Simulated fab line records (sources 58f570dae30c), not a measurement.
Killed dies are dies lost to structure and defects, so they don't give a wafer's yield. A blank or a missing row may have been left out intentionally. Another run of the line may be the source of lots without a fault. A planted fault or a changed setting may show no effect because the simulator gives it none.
Which tool is to blame? || flow berkeley_cmos170 || 72 wafers from 24 lots sampled at 6 of the route's 331 steps

WHAT THE GAUGES SHOWED, per wafer
UCB170_NWELL_THK_MEAS_05. Usual: NWELL_NITRIDE_THK gives 225.2 nm (standard deviation 2.4).
{"lot": "L074", "measured": "day 2 15:05", "on": "film_metro-04", "NWELL_NITRIDE_THK (nm)": "227.9 228.0 228.1", "flag": ""}
{"lot": "L076", "measured": "day 2 20:02", "on": "film_metro-04", "NWELL_NITRIDE_THK (nm)": "228.5 227.1 229.1", "flag": ""}
{"lot": "L075", "measured": "day 2 20:04", "on": "film_metro-03", "NWELL_NITRIDE_THK (nm)": "223.6 224.3 223.9", "flag": ""}
{"lot": "L078", "measured": "day 3 04:40", "on": "film_metro-03", "NWELL_NITRIDE_THK (nm)": "225.7 226.4 225.7", "flag": ""}
{"lot": "L077", "measured": "day 3 04:41", "on": "film_metro-01", "NWELL_NITRIDE_THK (nm)": "228.1 227.1 224.5", "flag": ""}
{"lot": "L079", "measured": "day 3 12:59", "on": "film_metro-04", "NWELL_NITRIDE_THK (nm)": "227.7 227.0 228.2", "flag": ""}
{"lot": "L080", "measured": "day 3 13:00", "on": "film_metro-01", "NWELL_NITRIDE_THK (nm)": "227.5 228.1 227.2", "flag": ""}
{"lot": "L081", "measured": "day 3 22:57", "on": "film_metro-04", "NWELL_NITRIDE_THK (nm)": "224.3 226.4 224.8", "flag": ""}
{"lot": "L082", "measured": "day 3 22:57", "on": "film_metro-03", "NWELL_NITRIDE_THK (nm)": "227.9 227.1 225.7", "flag": ""}
{"lot": "L084", "measured": "day 4 08:25", "on": "film_metro-03", "NWELL_NITRIDE_THK (nm)": "225.4 225.3 226.2", "flag": ""}
{"lot": "L083", "measured": "day 4 08:26", "on": "film_metro-04", "NWELL_NITRIDE_THK (nm)": "219.4 219.9 220.7", "flag": ""}
{"lot": "L086", "measured": "day 4 16:40", "on": "film_metro-01", "NWELL_NITRIDE_THK (nm)": "221.1 223.5 221.8", "flag": ""}
{"lot": "L085", "measured": "day 4 16:41", "on": "film_metro-04", "NWELL_NITRIDE_THK (nm)": "225.1 224.3 224.7", "flag": ""}
{"lot": "L087", "measured": "day 5 02:38", "on": "film_metro-04", "NWELL_NITRIDE_THK (nm)": "221.6 222.5 222.2", "flag": ""}
{"lot": "L088", "measured": "day 5 10:26", "on": "film_metro-03", "NWELL_NITRIDE_THK (nm)": "226.4 223.9 222.8", "flag": ""}
{"lot": "L089", "measured": "day 5 17:26", "on": "film_metro-04", "NWELL_NITRIDE_THK (nm)": "224.0 224.2 224.0", "flag": ""}
{"lot": "L090", "measured": "day 6 01:56", "on": "film_metro-01", "NWELL_NITRIDE_THK (nm)": "221.9 220.3 220.3", "flag": ""}
{"lot": "L091", "measured": "day 6 10:44", "on": "film_metro-04", "NWELL_NITRIDE_THK (nm)": "228.3 227.4 228.7", "flag": ""}
{"lot": "L092", "measured": "day 6 10:44", "on": "film_metro-03", "NWELL_NITRIDE_THK (nm)": "223.7 226.3 224.2", "flag": ""}
{"lot": "L093", "measured": "day 6 19:09", "on": "film_metro-01", "NWELL_NITRIDE_THK (nm)": "226.4 223.3 225.8", "flag": ""}
{"lot": "L094", "measured": "day 6 19:09", "on": "film_metro-04", "NWELL_NITRIDE_THK (nm)": "224.7 222.7 224.3", "flag": ""}
{"lot": "L095", "measured": "day 7 05:07", "on": "film_metro-03", "NWELL_NITRIDE_THK (nm)": "225.5 227.7 226.3", "flag": ""}
{"lot": "L096", "measured": "day 7 05:08", "on": "film_metro-01", "NWELL_NITRIDE_THK (nm)": "224.2 222.8 223.6", "flag": ""}
{"lot": "L097", "measured": "day 7 09:13", "on": "film_metro-04", "NWELL_NITRIDE_THK (nm)": "224.8 225.3 223.6", "flag": ""}

UCB170_NWELL_OVL_MEAS_12. Usual: NWELL_OVL gives 2 nm (standard deviation 5.3).
{"lot": "L074", "measured": "day 2 16:19", "on": "overlay-01", "NWELL_OVL (nm)": "3 2 4", "flag": ""}
{"lot": "L076", "measured": "day 2 21:20", "on": "overlay-02", "NWELL_OVL (nm)": "1 5 0", "flag": ""}
{"lot": "L075", "measured": "day 2 21:38", "on": "overlay-02", "NWELL_OVL (nm)": "-1 -5 7", "flag": ""}
{"lot": "L078", "measured": "day 3 05:58", "on": "overlay-01", "NWELL_OVL (nm)": "-3 5 -6", "flag": ""}
{"lot": "L077", "measured": "day 3 05:41", "on": "overlay-02", "NWELL_OVL (nm)": "6 3 -1", "flag": ""}
{"lot": "L079", "measured": "day 3 14:18", "on": "overlay-02", "NWELL_OVL (nm)": "2 5 -1", "flag": ""}
{"lot": "L080", "measured": "day 3 14:04", "on": "overlay-01", "NWELL_OVL (nm)": "3 3 7", "flag": ""}
{"lot": "L081", "measured": "day 4 01:34", "on": "overlay-01", "NWELL_OVL (nm)": "4 4 -3", "flag": ""}
{"lot": "L082", "measured": "day 4 01:01", "on": "overlay-01", "NWELL_OVL (nm)": "10 3 4", "flag": ""}
{"lot": "L084", "measured": "day 4 09:34", "on": "overlay-01", "NWELL_OVL (nm)": "-3 1 -4", "flag": ""}
{"lot": "L083", "measured": "day 4 09:26", "on": "overlay-01", "NWELL_OVL (nm)": "-1 -10 0", "flag": ""}
{"lot": "L086", "measured": "day 4 17:42", "on": "overlay-02", "NWELL_OVL (nm)": "16 5 16", "flag": ""}
{"lot": "L085", "measured": "day 4 17:57", "on": "overlay-01", "NWELL_OVL (nm)": "11 3 2", "flag": ""}
{"lot": "L087", "measured": "day 5 04:13", "on": "overlay-01", "NWELL_OVL (nm)": "-5 -7 -2", "flag": ""}
{"lot": "L088", "measured": "day 5 11:20", "on": "overlay-02", "NWELL_OVL (nm)": "5 0 4", "flag": ""}
{"lot": "L089", "measured": "day 5 18:28", "on": "overlay-01", "NWELL_OVL (nm)": "0 2 2", "flag": ""}
{"lot": "L090", "measured": "day 6 02:56", "on": "overlay-01", "NWELL_OVL (nm)": "-3 2 -5", "flag": ""}
{"lot": "L091", "measured": "day 6 11:38", "on": "overlay-02", "NWELL_OVL (nm)": "3 2 2", "flag": ""}
{"lot": "L092", "measured": "day 6 11:52", "on": "overlay-02", "NWELL_OVL (nm)": "-5 -1 9", "flag": ""}
{"lot": "L093", "measured": "day 6 20:52", "on": "overlay-01", "NWELL_OVL (nm)": "5 -1 16", "flag": ""}
{"lot": "L094", "measured": "day 6 20:40", "on": "overlay-02", "NWELL_OVL (nm)": "-9 -1 -3", "flag": ""}
{"lot": "L095", "measured": "day 7 06:16", "on": "overlay-01", "NWELL_OVL (nm)": "-4 -5 -14", "flag": ""}
{"lot": "L096", "measured": "day 7 06:02", "on": "overlay-02", "NWELL_OVL (nm)": "-1 5 -2", "flag": ""}
{"lot": "L097", "measured": "day 7 10:13", "on": "overlay-01", "NWELL_OVL (nm)": "8 11 4", "flag": ""}

UCB170_ACTIVE_OVL_MEAS_14. Usual: ACTIVE_OVL gives -2 nm (standard deviation 5.9).
{"lot": "L074", "measured": "day 4 20:24", "on": "overlay-01", "ACTIVE_OVL (nm)": "-8 -6 -3", "flag": ""}
{"lot": "L076", "measured": "day 4 20:32", "on": "overlay-01", "ACTIVE_OVL (nm)": "4 -1 -1", "flag": ""}
{"lot": "L075", "measured": "day 4 20:50", "on": "overlay-01", "ACTIVE_OVL (nm)": "-15 -12 -13", "flag": ""}
{"lot": "L078", "measured": "day 5 15:17", "on": "overlay-01", "ACTIVE_OVL (nm)": "4 -3 -2", "flag": ""}
{"lot": "L077", "measured": "day 5 16:01", "on": "overlay-01", "ACTIVE_OVL (nm)": "-8 -4 -8", "flag": ""}
{"lot": "L079", "measured": "day 6 04:11", "on": "overlay-02", "ACTIVE_OVL (nm)": "0 1 3", "flag": ""}
{"lot": "L080", "measured": "day 6 04:28", "on": "overlay-02", "ACTIVE_OVL (nm)": "-1 0 -2", "flag": ""}
{"lot": "L081", "measured": "day 6 17:32", "on": "overlay-02", "ACTIVE_OVL (nm)": "-10 -9 -11", "flag": ""}
{"lot": "L082", "measured": "day 6 17:47", "on": "overlay-01", "ACTIVE_OVL (nm)": "-4 -8 -3", "flag": ""}
{"lot": "L084", "measured": "day 7 02:47", "on": "overlay-01", "ACTIVE_OVL (nm)": "-12 -3 -3", "flag": ""}
{"lot": "L083", "measured": "day 7 02:31", "on": "overlay-01", "ACTIVE_OVL (nm)": "-2 1 4", "flag": ""}
{"lot": "L086", "measured": "day 7 08:02", "on": "overlay-02", "ACTIVE_OVL (nm)": "1 0 4", "flag": ""}
{"lot": "L085", "measured": "day 7 07:49", "on": "overlay-01", "ACTIVE_OVL (nm)": "4 2 0", "flag": ""}
{"lot": "L087", "measured": "day 7 20:28", "on": "overlay-01", "ACTIVE_OVL (nm)": "-1 3 -1", "flag": ""}
{"lot": "L088", "measured": "day 7 20:44", "on": "overlay-02", "ACTIVE_OVL (nm)": "4 -1 1", "flag": ""}
{"lot": "L089", "measured": "day 8 06:44", "on": "overlay-02", "ACTIVE_OVL (nm)": "18 11 9", "flag": ""}
{"lot": "L090", "measured": "day 8 13:26", "on": "overlay-01", "ACTIVE_OVL (nm)": "-2 -5 1", "flag": ""}
{"lot": "L091", "measured": "day 9 03:35", "on": "overlay-02", "ACTIVE_OVL (nm)": "1 -1 -2", "flag": ""}
{"lot": "L092", "measured": "day 9 03:42", "on": "overlay-01", "ACTIVE_OVL (nm)": "-7 -12 -12", "flag": ""}
{"lot": "L093", "measured": "day 9 10:52", "on": "overlay-02", "ACTIVE_OVL (nm)": "0 1 2", "flag": ""}
{"lot": "L094", "measured": "day 9 10:35", "on": "overlay-01", "ACTIVE_OVL (nm)": "-4 4 -2", "flag": ""}
{"lot": "L095", "measured": "day 9 11:08", "on": "overlay-01", "ACTIVE_OVL (nm)": "4 7 9", "flag": ""}
{"lot": "L096", "measured": "day 9 11:10", "on": "overlay-02", "ACTIVE_OVL (nm)": "-3 -12 -4", "flag": ""}
{"lot": "L097", "measured": "day 10 02:07", "on": "overlay-01", "ACTIVE_OVL (nm)": "-1 -1 -1", "flag": ""}

UCB170_M1_CD_MEAS_09: target cd 700 nm. Usual: cd_nm at 699.9 nm, with a standard deviation of 1.4.
{"lot": "L074", "measured": "day 8 19:10", "on": "cd_sem-01", "cd_nm (nm)": "699.9 699.8 699.5", "flag": ""}
{"lot": "L076", "measured": "day 8 19:22", "on": "cd_sem-01", "cd_nm (nm)": "701.5 700.1 700.4", "flag": ""}
{"lot": "L075", "measured": "day 8 18:36", "on": "cd_sem-02", "cd_nm (nm)": "703.4 702.7 704.2", "flag": ""}
{"lot": "L078", "measured": "day 9 01:08", "on": "cd_sem-01", "cd_nm (nm)": "697.8 697.5 698.2", "flag": ""}
{"lot": "L077", "measured": "day 9 01:23", "on": "cd_sem-01", "cd_nm (nm)": "700.7 699.8 699.9", "flag": ""}
{"lot": "L079", "measured": "day 9 19:39", "on": "cd_sem-02", "cd_nm (nm)": "700.7 698.7 701.1", "flag": ""}
{"lot": "L080", "measured": "day 9 20:16", "on": "cd_sem-02", "cd_nm (nm)": "700.7 702.0 701.1", "flag": ""}
{"lot": "L081", "measured": "day 10 08:47", "on": "cd_sem-02", "cd_nm (nm)": "699.4 699.6 699.9", "flag": ""}
{"lot": "L082", "measured": "day 10 08:30", "on": "cd_sem-01", "cd_nm (nm)": "700.1 699.3 698.0", "flag": ""}
{"lot": "L084", "measured": "day 10 18:55", "on": "cd_sem-02", "cd_nm (nm)": "701.5 700.2 701.9", "flag": ""}
{"lot": "L083", "measured": "day 10 19:27", "on": "cd_sem-02", "cd_nm (nm)": "698.8 699.5 699.9", "flag": ""}
{"lot": "L086", "measured": "day 11 01:10", "on": "cd_sem-02", "cd_nm (nm)": "698.7 698.2 697.5", "flag": ""}
{"lot": "L085", "measured": "day 11 01:24", "on": "cd_sem-02", "cd_nm (nm)": "699.8 698.4 698.8", "flag": ""}
{"lot": "L087", "measured": "day 11 09:08", "on": "cd_sem-02", "cd_nm (nm)": "700.0 700.8 699.5", "flag": ""}
{"lot": "L088", "measured": "day 11 08:53", "on": "cd_sem-02", "cd_nm (nm)": "697.3 699.0 699.7", "flag": ""}
{"lot": "L089", "measured": "day 11 17:25", "on": "cd_sem-02", "cd_nm (nm)": "700.4 700.6 700.9", "flag": ""}
{"lot": "L090", "measured": "day 11 18:08", "on": "cd_sem-02", "cd_nm (nm)": "699.1 699.7 699.3", "flag": ""}
{"lot": "L091", "measured": "day 12 11:17", "on": "cd_sem-02", "cd_nm (nm)": "701.2 699.8 700.8", "flag": ""}
{"lot": "L092", "measured": "day 12 10:38", "on": "cd_sem-02", "cd_nm (nm)": "701.5 702.4 701.9", "flag": ""}
{"lot": "L093", "measured": "day 12 21:44", "on": "cd_sem-02", "cd_nm (nm)": "699.6 699.5 699.2", "flag": ""}
{"lot": "L094", "measured": "day 12 19:41", "on": "cd_sem-02", "cd_nm (nm)": "699.2 699.8 699.2", "flag": ""}
{"lot": "L095", "measured": "day 12 22:17", "on": "cd_sem-02", "cd_nm (nm)": "700.5 698.9 698.8", "flag": ""}
{"lot": "L096", "measured": "day 12 18:15", "on": "cd_sem-02", "cd_nm (nm)": "699.5 700.0 700.1", "flag": ""}
{"lot": "L097", "measured": "day 13 04:30", "on": "cd_sem-02", "cd_nm (nm)": "697.4 699.1 697.7", "flag": ""}

UCB170_V1_CD_MEAS_12: target cd 700 nm. Usual: cd_nm at 700.3 nm, with a standard deviation of 1.3.
{"lot": "L074", "measured": "day 8 23:44", "on": "cd_sem-01", "cd_nm (nm)": "699.4 701.2 700.8", "flag": ""}
{"lot": "L076", "measured": "day 8 23:58", "on": "cd_sem-02", "cd_nm (nm)": "701.3 700.0 699.3", "flag": ""}
{"lot": "L075", "measured": "day 8 22:13", "on": "cd_sem-02", "cd_nm (nm)": "697.7 698.6 700.9", "flag": ""}
{"lot": "L078", "measured": "day 9 05:31", "on": "cd_sem-02", "cd_nm (nm)": "700.7 699.7 699.8", "flag": ""}
{"lot": "L077", "measured": "day 9 07:37", "on": "cd_sem-01", "cd_nm (nm)": "702.9 703.0 702.8", "flag": ""}
{"lot": "L079", "measured": "day 10 00:11", "on": "cd_sem-01", "cd_nm (nm)": "700.9 701.9 700.9", "flag": ""}
{"lot": "L080", "measured": "day 10 01:18", "on": "cd_sem-01", "cd_nm (nm)": "701.6 701.4 701.3", "flag": ""}
{"lot": "L081", "measured": "day 10 13:43", "on": "cd_sem-01", "cd_nm (nm)": "700.0 700.4 701.0", "flag": ""}
{"lot": "L082", "measured": "day 10 12:14", "on": "cd_sem-01", "cd_nm (nm)": "701.0 700.6 701.2", "flag": ""}
{"lot": "L084", "measured": "day 11 04:35", "on": "cd_sem-02", "cd_nm (nm)": "699.6 701.3 700.6", "flag": ""}
{"lot": "L083", "measured": "day 11 04:20", "on": "cd_sem-02", "cd_nm (nm)": "699.7 698.9 697.9", "flag": ""}
{"lot": "L086", "measured": "day 11 05:29", "on": "cd_sem-02", "cd_nm (nm)": "699.5 699.2 699.2", "flag": ""}
{"lot": "L085", "measured": "day 11 05:47", "on": "cd_sem-02", "cd_nm (nm)": "701.0 698.5 700.1", "flag": ""}
{"lot": "L087", "measured": "day 11 14:09", "on": "cd_sem-02", "cd_nm (nm)": "700.1 701.8 699.9", "flag": ""}
{"lot": "L088", "measured": "day 11 12:49", "on": "cd_sem-02", "cd_nm (nm)": "698.9 701.3 700.4", "flag": ""}
{"lot": "L089", "measured": "day 11 23:33", "on": "cd_sem-02", "cd_nm (nm)": "699.7 701.3 700.7", "flag": ""}
{"lot": "L090", "measured": "day 11 23:19", "on": "cd_sem-02", "cd_nm (nm)": "700.3 701.4 700.7", "flag": ""}
{"lot": "L091", "measured": "day 12 15:39", "on": "cd_sem-02", "cd_nm (nm)": "700.8 701.7 701.3", "flag": ""}
{"lot": "L092", "measured": "day 12 14:25", "on": "cd_sem-02", "cd_nm (nm)": "700.5 699.7 700.1", "flag": ""}
{"lot": "L093", "measured": "day 13 03:35", "on": "cd_sem-02", "cd_nm (nm)": "699.6 699.9 698.9", "flag": ""}
{"lot": "L094", "measured": "day 13 00:21", "on": "cd_sem-02", "cd_nm (nm)": "702.4 702.8 703.1", "flag": ""}
{"lot": "L095", "measured": "day 13 03:55", "on": "cd_sem-02", "cd_nm (nm)": "697.2 699.6 698.9", "flag": ""}
{"lot": "L096", "measured": "day 12 23:49", "on": "cd_sem-02", "cd_nm (nm)": "698.8 698.7 700.3", "flag": ""}
{"lot": "L097", "measured": "day 13 08:50", "on": "cd_sem-02", "cd_nm (nm)": "702.3 701.2 700.9", "flag": ""}

UCB170_V2_CD_MEAS_12: target cd 700 nm. Usual: cd_nm at 699.9 nm, with a standard deviation of 1.2.
{"lot": "L074", "measured": "day 9 05:59", "on": "cd_sem-01", "cd_nm (nm)": "698.8 699.1 699.6", "flag": ""}
{"lot": "L076", "measured": "day 9 06:39", "on": "cd_sem-02", "cd_nm (nm)": "697.5 698.6 698.1", "flag": ""}
{"lot": "L075", "measured": "day 9 03:18", "on": "cd_sem-01", "cd_nm (nm)": "699.6 698.9 698.3", "flag": ""}
{"lot": "L078", "measured": "day 9 12:00", "on": "cd_sem-01", "cd_nm (nm)": "701.1 700.3 700.6", "flag": ""}
{"lot": "L077", "measured": "day 9 13:52", "on": "cd_sem-02", "cd_nm (nm)": "700.5 700.5 699.9", "flag": ""}
{"lot": "L079", "measured": "day 10 05:09", "on": "cd_sem-01", "cd_nm (nm)": "699.5 698.4 698.8", "flag": ""}
{"lot": "L080", "measured": "day 10 06:41", "on": "cd_sem-02", "cd_nm (nm)": "699.6 701.3 700.5", "flag": ""}
{"lot": "L081", "measured": "day 10 19:41", "on": "cd_sem-02", "cd_nm (nm)": "700.4 700.2 701.1", "flag": ""}
{"lot": "L082", "measured": "day 10 17:08", "on": "cd_sem-02", "cd_nm (nm)": "700.7 700.3 700.6", "flag": ""}
{"lot": "L084", "measured": "day 11 10:06", "on": "cd_sem-02", "cd_nm (nm)": "700.4 699.5 700.6", "flag": ""}
{"lot": "L083", "measured": "day 11 09:53", "on": "cd_sem-02", "cd_nm (nm)": "699.6 700.5 700.4", "flag": ""}
{"lot": "L086", "measured": "day 11 11:05", "on": "cd_sem-02", "cd_nm (nm)": "700.8 701.3 701.8", "flag": ""}
{"lot": "L085", "measured": "day 11 11:30", "on": "cd_sem-02", "cd_nm (nm)": "700.4 698.3 698.9", "flag": ""}
{"lot": "L087", "measured": "day 11 23:26", "on": "cd_sem-02", "cd_nm (nm)": "699.8 700.1 700.0", "flag": ""}
{"lot": "L088", "measured": "day 11 18:46", "on": "cd_sem-02", "cd_nm (nm)": "701.3 703.8 702.3", "flag": ""}
{"lot": "L089", "measured": "day 12 06:57", "on": "cd_sem-02", "cd_nm (nm)": "700.3 699.4 701.1", "flag": ""}
{"lot": "L090", "measured": "day 12 05:50", "on": "cd_sem-02", "cd_nm (nm)": "699.8 700.1 702.1", "flag": ""}
{"lot": "L091", "measured": "day 12 21:25", "on": "cd_sem-02", "cd_nm (nm)": "699.6 700.0 700.7", "flag": ""}
{"lot": "L092", "measured": "day 12 20:20", "on": "cd_sem-02", "cd_nm (nm)": "698.9 698.9 699.2", "flag": ""}
{"lot": "L093", "measured": "day 13 10:04", "on": "cd_sem-02", "cd_nm (nm)": "700.3 698.5 700.2", "flag": ""}
{"lot": "L094", "measured": "day 13 05:47", "on": "cd_sem-02", "cd_nm (nm)": "699.9 699.2 699.5", "flag": ""}
{"lot": "L095", "measured": "day 13 10:22", "on": "cd_sem-02", "cd_nm (nm)": "698.1 697.2 697.5", "flag": ""}
{"lot": "L096", "measured": "day 13 05:43", "on": "cd_sem-02", "cd_nm (nm)": "699.1 698.0 698.9", "flag": ""}
{"lot": "L097", "measured": "day 13 15:11", "on": "cd_sem-02", "cd_nm (nm)": "701.3 701.2 700.1", "flag": ""}

WHAT TOOL EACH LOT RAN ON (gives the tool, then ch and the chambers of the sampled wafers, and finally the start)
No process step before these readings appears in the record.

WHAT THE TOOLS THEMSELVES READ (means of the sampled wafers that have a number; where no wafer has one, the mark that the record gives instead)
The record holds no such reading with a usual standard deviation.

THE ANSWER, worked out from the rows above alone
Rule: lot off if the mean of its wafers having a number is beyond 3 standard deviations from the usual mean. A lot without any number at a reading at which 4 lots or more have one is off too. All remaining lots with rows at the step are treated as sound. Order of review: gauges by route order, followed by the tools' own readings, for which a lot's mean as printed above is used. At the first step where some lot is off, the reading lying furthest off is the one used; lots without a number count as furthest.
Nothing can be told from this: no lot is off at any reading shown.

WHAT HAD BEEN PUT IN BY THE SIMULATOR
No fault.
